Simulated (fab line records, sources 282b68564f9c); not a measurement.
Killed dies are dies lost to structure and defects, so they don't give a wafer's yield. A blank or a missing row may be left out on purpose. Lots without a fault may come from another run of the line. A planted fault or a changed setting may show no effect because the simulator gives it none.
Which tool did it? | flow rit_cmos | 15 lots, 45 wafers sampled, at 3 steps of a route of 202

WHAT THE GAUGES READ, wafer by wafer
RIT_SILICIDE_RS_MEAS_02: measures by four-point-probe.
lot  | measured    | on            | SILICIDE_TI_RS (ohm/sq)
L936 | day 3 05:05 | film_metro-03 | 49.9 50.5 50.4
L937 | day 3 07:41 | film_metro-04 | 51.6 50.6 51.0
L938 | day 3 15:16 | film_metro-01 | 50.4 49.2 50.0
L940 | day 4 00:37 | film_metro-01 | 51.1 50.6 50.4
L941 | day 4 10:22 | film_metro-01 | 50.9 51.2 51.1
L946 | day 5 10:10 | film_metro-01 | - - -
L947 | day 5 12:37 | film_metro-01 | - - -
L948 | day 5 19:41 | film_metro-01 | - - -
L951 | day 6 13:12 | film_metro-04 | 49.5 50.0 50.0
L952 | day 6 17:22 | film_metro-01 | 50.4 49.7 50.4
L953 | day 6 22:14 | film_metro-03 | 50.0 51.6 51.2
L954 | day 7 06:50 | film_metro-01 | 49.7 49.3 49.5
L956 | day 7 11:54 | film_metro-03 | 49.0 49.0 48.6
L957 | day 7 14:22 | film_metro-04 | 50.8 50.4 51.5
L958 | day 7 23:01 | film_metro-01 | 50.0 49.4 50.0

RIT_SILICIDE_THK_MEAS_03: measures by xrf.
lot  | measured    | on            | SILICIDE_TI_THK (nm)
L936 | day 3 05:12 | film_metro-03 | 29.4 29.1 29.2
L937 | day 3 07:47 | film_metro-04 | 28.4 28.7 28.5
L938 | day 3 15:23 | film_metro-01 | 29.1 29.5 29.3
L940 | day 4 00:44 | film_metro-01 | 28.5 28.7 28.7
L941 | day 4 10:28 | film_metro-01 | 28.8 28.5 28.5
L946 | day 5 10:17 | film_metro-01 | <0.0 <0.0 <0.0
L947 | day 5 12:44 | film_metro-01 | <0.0 <0.0 <0.0
L948 | day 5 19:49 | film_metro-01 | <0.0 <0.0 <0.0
L951 | day 6 13:18 | film_metro-04 | 29.1 29.0 28.9
L952 | day 6 17:29 | film_metro-01 | 29.0 29.3 29.0
L953 | day 6 22:19 | film_metro-03 | 29.5 28.7 28.9
L954 | day 7 06:57 | film_metro-01 | 29.3 29.7 29.4
L956 | day 7 11:59 | film_metro-03 | 29.8 29.9 30.1
L957 | day 7 14:29 | film_metro-04 | 28.5 28.7 28.1
L958 | day 7 23:07 | film_metro-01 | 29.2 29.6 29.2

WHICH TOOL RAN EACH LOT (tool, then ch and the chambers of the sampled wafers, then the start)
lot  | RIT_SILICIDE_SPUTTER_01
L936 | pvd_sputter-01, day 3 04:56
L937 | pvd_sputter-02, day 3 07:30
L938 | pvd_sputter-01, day 3 15:06
L940 | pvd_sputter-01, day 4 00:28
L941 | pvd_sputter-03, day 4 10:10
L946 | pvd_sputter-01, day 5 10:01
L947 | pvd_sputter-02, day 5 12:27
L948 | pvd_sputter-01, day 5 19:32
L951 | pvd_sputter-03, day 6 12:59
L952 | pvd_sputter-01, day 6 17:13
L953 | pvd_sputter-03, day 6 22:01
L954 | pvd_sputter-01, day 7 06:41
L956 | pvd_sputter-01, day 7 11:41
L957 | pvd_sputter-02, day 7 14:13
L958 | pvd_sputter-01, day 7 22:49
- RIT_SILICIDE_SPUTTER_01: material Ti, target thk 30 nm, time 240 s.

WHAT THE TOOLS THEMSELVES READ (means of the sampled wafers that have a number; where no wafer has one, the mark that the record gives instead)
RIT_SILICIDE_SPUTTER_01.
lot  | tool           | cathode_dc_power_W (W) | chamber_pressure_pa (Pa) | throttle_valve_pct (%)
L936 | pvd_sputter-01 | 338.16                 | 0.6662                   | 29.8
L937 | pvd_sputter-02 | 338.10                 | 0.6677                   | 29.8
L938 | pvd_sputter-01 | 338.13                 | 0.6661                   | 29.3
L940 | pvd_sputter-01 | 338.13                 | 0.6678                   | 30.0
L941 | pvd_sputter-03 | 338.05                 | 0.6673                   | 29.7
L946 | pvd_sputter-01 | -                      | -                        | -
L947 | pvd_sputter-02 | -                      | -                        | -
L948 | pvd_sputter-01 | -                      | -                        | -
L951 | pvd_sputter-03 | 338.17                 | 0.6657                   | 29.3
L952 | pvd_sputter-01 | 338.13                 | 0.6669                   | 30.1
L953 | pvd_sputter-03 | 338.13                 | 0.6684                   | 30.0
L954 | pvd_sputter-01 | 338.07                 | 0.6664                   | 29.9
L956 | pvd_sputter-01 | 338.11                 | 0.6677                   | 31.1
L957 | pvd_sputter-02 | 338.06                 | 0.6653                   | 29.8
L958 | pvd_sputter-01 | 338.08                 | 0.6670                   | 30.5

THE ANSWER, worked out from the rows above alone
Rule: what is usual is taken from the lots themselves. Put in order of their means at a reading, lots are off if they are a third of the lots or fewer, leave a main group of 4 or more, and stand apart from it by a gap of 3 or more times the standard deviation of the main group's means; of several such gaps the widest counts. A main group whose means are all the same, to the digits that the tables above print for the reading, isn't used. A lot without any number at a reading at which 4 lots or more have one is off too. The other lots that the step has rows for count as sound. The gauges are gone through in route order, then the tools' own readings, and for those a lot's mean is taken as printed above. The first step at which some lot is off is used, and at that step the reading that is off furthest; a lot without a number counts as furthest.
Off: L946, L947, L948, at RIT_SILICIDE_RS_MEAS_02 (SILICIDE_TI_RS). Without a number there: L946, L947, L948. The main group: mean 50.2 ohm/sq, standard deviation 0.67.
A tool fits if, at a process step before that reading, it ran every lot that is off, and no sound lot after the first of them. The gauges at RIT_SILICIDE_RS_MEAS_02 aren't tried: what is off there is off at RIT_SILICIDE_SPUTTER_01 too, on other tools, and a gauge's error can't cause that. None of those tried fits.

WHAT THE SIMULATOR HAD PUT IN
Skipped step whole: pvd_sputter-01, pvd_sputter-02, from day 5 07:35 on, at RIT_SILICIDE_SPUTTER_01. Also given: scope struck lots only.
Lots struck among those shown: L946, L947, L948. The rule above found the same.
